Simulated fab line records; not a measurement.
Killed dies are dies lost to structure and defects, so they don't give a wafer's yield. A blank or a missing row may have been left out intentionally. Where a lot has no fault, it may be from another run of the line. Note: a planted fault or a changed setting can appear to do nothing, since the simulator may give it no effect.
The tool behind it: which one? | flow rit cmos | 14 lots, 42 wafers sampled, at 2 steps of a route of 202

== WHAT THE GAUGES READ, wafer by wafer ==
RIT_ACTIVE_THK_MEAS_04. Usual: ACTIVE_NITRIDE_THK typically reads 150.8 nm, with standard deviation 1.3.
lot  | measured    | on            | ACTIVE_NITRIDE_THK (nm)             | flag
L490 | day 1 13:52 | film metro-04 | 150.7 152.0 152.0                   |
L491 | day 1 18:32 | film metro-03 | 153.0 152.5 151.5                   |
L492 | day 1 23:40 | film metro-01 | 150.2 150.0 150.2                   |
L493 | day 2 05:16 | film metro-03 | 149.5 149.6 149.9                   |
L494 | day 2 10:14 | film metro-03 | 154.3 152.7 152.9                   |
L495 | day 2 16:13 | film metro-01 | 150.5 151.0 150.3                   |
L497 | day 3 01:34 | film metro-04 | 131.7 132.0 131.3 131.8 131.9 131.4 | OFF
L499 | day 3 11:37 | film metro-03 | 132.0 131.9 131.9 132.0 131.8 132.0 | OFF
L500 | day 3 16:32 | film metro-01 | 131.7 131.0 131.7 131.5 131.1 131.6 | OFF
L501 | day 3 21:52 | film metro-03 | 133.5 135.3 133.0 133.5 135.3 133.0 | OFF
L503 | day 4 07:23 | film metro-01 | 150.9 150.6 150.9                   |
L506 | day 4 22:55 | film metro-04 | 152.5 150.8 151.3                   |
L509 | day 5 15:58 | film metro-03 | 148.5 149.2 147.9                   |
L512 | day 6 08:15 | film metro-04 | 148.7 148.3 148.7                   |

== TOOL THAT RAN EACH LOT (tool first, then ch and the chambers of the sampled wafers, then the start) ==
lot  | RIT_ACTIVE_CVD_03
L490 | lpcvd-02 ch 1, day 1 12:28
L491 | lpcvd-02 ch 1, day 1 17:07
L492 | lpcvd-02 ch 1, day 1 22:14
L493 | lpcvd-01 ch 1, day 2 03:50
L494 | lpcvd-01 ch 0, day 2 08:07
L495 | lpcvd-02 ch 1, day 2 14:48
L497 | lpcvd-01 ch 1, day 2 23:26
L499 | lpcvd-01 ch 1, day 3 09:28
L500 | lpcvd-01 ch 1, day 3 15:06
L501 | lpcvd-01 ch 1, day 3 20:26
L503 | lpcvd-02 ch 1, day 4 05:57
L506 | lpcvd-02 ch 1, day 4 20:47
L509 | lpcvd-02 ch 0, day 5 13:50
L512 | lpcvd-02 ch 1, day 6 06:50
- RIT_ACTIVE_CVD_03: deposits Si3N4 from SiH2Cl2/NH3, target thk 150 nm, time 1500 s.

== WHAT THE TOOLS THEMSELVES READ (means of the sampled wafers that have a number; where no wafer has one, the mark that the record gives instead) ==
The record holds no such reading with a usual standard deviation.

== THE ANSWER, worked out from the rows above alone ==
Rule: a lot is off if the mean of its wafers that have a number lies more than 3 standard deviations from the usual mean. A lot without any number at a reading at which 4 lots or more have one is off too. Any other lot the step has rows for is counted as sound. Order of review: gauges by route order, followed by the tools' own readings, for which a lot's mean as printed above is used. The first step at which some lot is off is used, and at that step the reading that is off furthest; a lot without a number counts as furthest.
Off: at RIT_ACTIVE_THK_MEAS_04 (ACTIVE_NITRIDE_THK), L497, L499, L500, L501.
If a tool, at a process step before that reading, ran all the lots that are off and no sound lot after the first of them, it fits. Gauges at RIT_ACTIVE_THK_MEAS_04: tried the same way as those tools. One fits: RIT_ACTIVE_CVD_03 on lpcvd-01. Its last sound lot is L494 (day 2 08:07), its first lot that is off L497 (day 2 23:26): a fault that began between those two fits.

== WHAT THE SIMULATOR HAD INSERTED ==
Site profile drift: lpcvd-01, from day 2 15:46 on, at RIT_ACTIVE_CVD_03. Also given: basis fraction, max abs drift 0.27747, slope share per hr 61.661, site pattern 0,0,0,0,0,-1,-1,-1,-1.
Struck lots among those shown: L497, L499, L500, L501. The rule above found the same.
